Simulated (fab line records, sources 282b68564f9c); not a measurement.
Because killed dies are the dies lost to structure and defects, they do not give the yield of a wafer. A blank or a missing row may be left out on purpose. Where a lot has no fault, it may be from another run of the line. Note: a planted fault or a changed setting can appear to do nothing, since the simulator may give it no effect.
A lot that was struck, set against a sound lot -- flow rit-cmos -- 21 out of 202 route steps
Sound: wafers L928.1, L928.4, L928.6. Struck: wafers L935.2, L935.3, L935.5. The cause is named last.
Each step with rows lists, per side, the tool, then ch with its chambers, then its first start. Under that, the readings that differ: sound wafers -- struck wafers -- difference of the means -- sigmas: that difference in standard deviations of wafers without a fault.
alike: words and numbers the same on both sides, and readings whose means are apart by under 2 such deviations; not compared: readings that were withheld, readings missing a value for some wafer, numbers with overlapping values and no deviation given by the record, and bounds like >300 which may hide the same value.
Wherever a step has rows on one side only, a row that says differs or no value, or a row with sigmas, the two part there. Numbers that don't overlap but have no deviation are shown without sigmas and don't part them. Lack of a reading on every wafer of one side parts them only where that side has two or more wafers.

first, 1 step without rows for these wafers: RIT_CONTACT_HARDBAKE_10 (time 60 s).
RIT_CONTACT_ETCH_11: etches SiO2 in CHF3/CF4/Ar, stops on TiSi2, target depth 480 nm, time 320 s.
  sound on rie-diel-01 ch 0,3, day 5 10:41; struck on rie-diel-04 ch 0,1,2, day 7 03:59
  alike: drypump-motor-current-A, oes-product-au, throttle-valve-pct
  not compared: rf-hours-counter-h
RIT_CONTACT_STRIP_12: strips in O2, time 180 s.
  sound on plasma-asher-01 ch 0,1, day 5 10:52; struck on plasma-asher-02 ch 0, day 7 04:11
  alike: drypump-motor-current-A
  not compared: rf-hours-counter-h
RIT_CONTACT_CD_MEAS_90: target cd 1000 nm.
  sound on cd-sem-01, day 5 11:03; struck on cd-sem-01, day 7 04:23
  alike: cd-nm
then, 2 steps without rows for these wafers: RIT_CONTACT_CLEAN_13 (cleans in SC1, time 600 s); RIT_CONTACT_CLEAN_14 (cleans in SC2, time 600 s).
RIT_M1_SPUTTER_00: material Al, target thk 400 nm, time 500 s.
  sound on pvd-sputter-04, day 5 11:31; struck on pvd-sputter-03, day 7 04:50
  alike: throttle-valve-pct
RIT_M1_RS_MEAS_01: measurement is done with a four-point probe.
  sound on film-metro-01, day 5 11:49; struck on film-metro-01, day 7 05:10
  alike: M1_AL_RS
RIT_M1_THK_MEAS_02: measures by xrf.
  sound on film-metro-01, day 5 11:56; struck on film-metro-01, day 7 05:16
  alike: M1_AL_THK
then, 3 steps without rows for these wafers: RIT_M1_HMDS_03 (prime time 60 s); RIT_M1_COAT_04 (resist thk 1322 nm); RIT_M1_SOFTBAKE_05 (time 60 s).
RIT_M1_EXPOSE_06: exposes mask M12, target cd 2600 nm.
  sound on iline-stepper-01 ch 0, day 5 12:34; struck on iline-stepper-01 ch 0, day 7 05:47
reading,sound,struck,difference,sigmas
exposure-dose-mJ-cm2,253.5 253.8 253.9,242.5 242.7 242.5,-11.2,-11
  alike: mask
then, 2 steps without rows for these wafers: RIT_M1_PEB_07; RIT_M1_DEVELOP_08 (develop time 68 s).
RIT_M1_CD_MEAS_09: target cd 2600 nm.
  sound on cd-sem-02, day 5 13:00; struck on cd-sem-01, day 7 06:31
reading,sound,struck,difference,sigmas
cd-nm (nm),2599.6 2599.7 2599.1,2614.3 2610.7 2611.8,+12.8,+5
  not compared: hold
RIT_M1_OVL_MEAS_10:
  sound on overlay-02, day 5 13:07; struck on overlay-01, day 7 08:39
reading,sound,struck,difference,sigmas
hold,- - -,await-dispo/2.0h/release await-dispo/2.0h/release await-dispo/2.0h/release,no value on the sound wafers,
  alike: M1_OVL
then, 1 step without rows for these wafers: RIT_M1_HARDBAKE_11 (time 120 s).
RIT_M1_METAL_ETCH_12: etches Al in Cl2/BCl3, stops on SiO2, time 165 s, target depth 600 nm.
  sound on rie-metal-01 ch 0,1, day 5 13:25; struck on rie-metal-04 ch 0,1, day 7 08:56
reading,sound,struck,difference,sigmas
model.M1.cd-nm (nm),2600 2598 2601,2613 2610 2611,+12,
  alike: drypump-motor-current-A, oes-product-au, throttle-valve-pct
  not compared: rf-hours-counter-h
then, 1 step without rows for these wafers: RIT_M1_STRIP_13 (strips in nmp, time 600 s).
RIT_M1_PROBE_99:
  sound on prober-01, day 5 16:06; struck on prober-01, day 7 16:16
  alike: defect-limited-yield, killed-at-contacts, killed-at-front-end, killed-dies, killed-open, killed-short, sort_bin_3_pad_short, sort_bin_5_function, sort_bin_6_memory, sort-n-pass, sort-yield-pct

## WHERE THEY PART
At RIT_M1_EXPOSE_06 first; at RIT_M1_OVL_MEAS_10 last (within this record only). Later steps at which nothing parts them and some readings are alike: RIT_M1_METAL_ETCH_12, RIT_M1_PROBE_99.

WHY: whatever the simulator had introduced
Process parameters drifting: iline-stepper-01 at RIT_M1_EXPOSE_06, beginning at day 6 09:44. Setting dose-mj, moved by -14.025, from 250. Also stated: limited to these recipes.
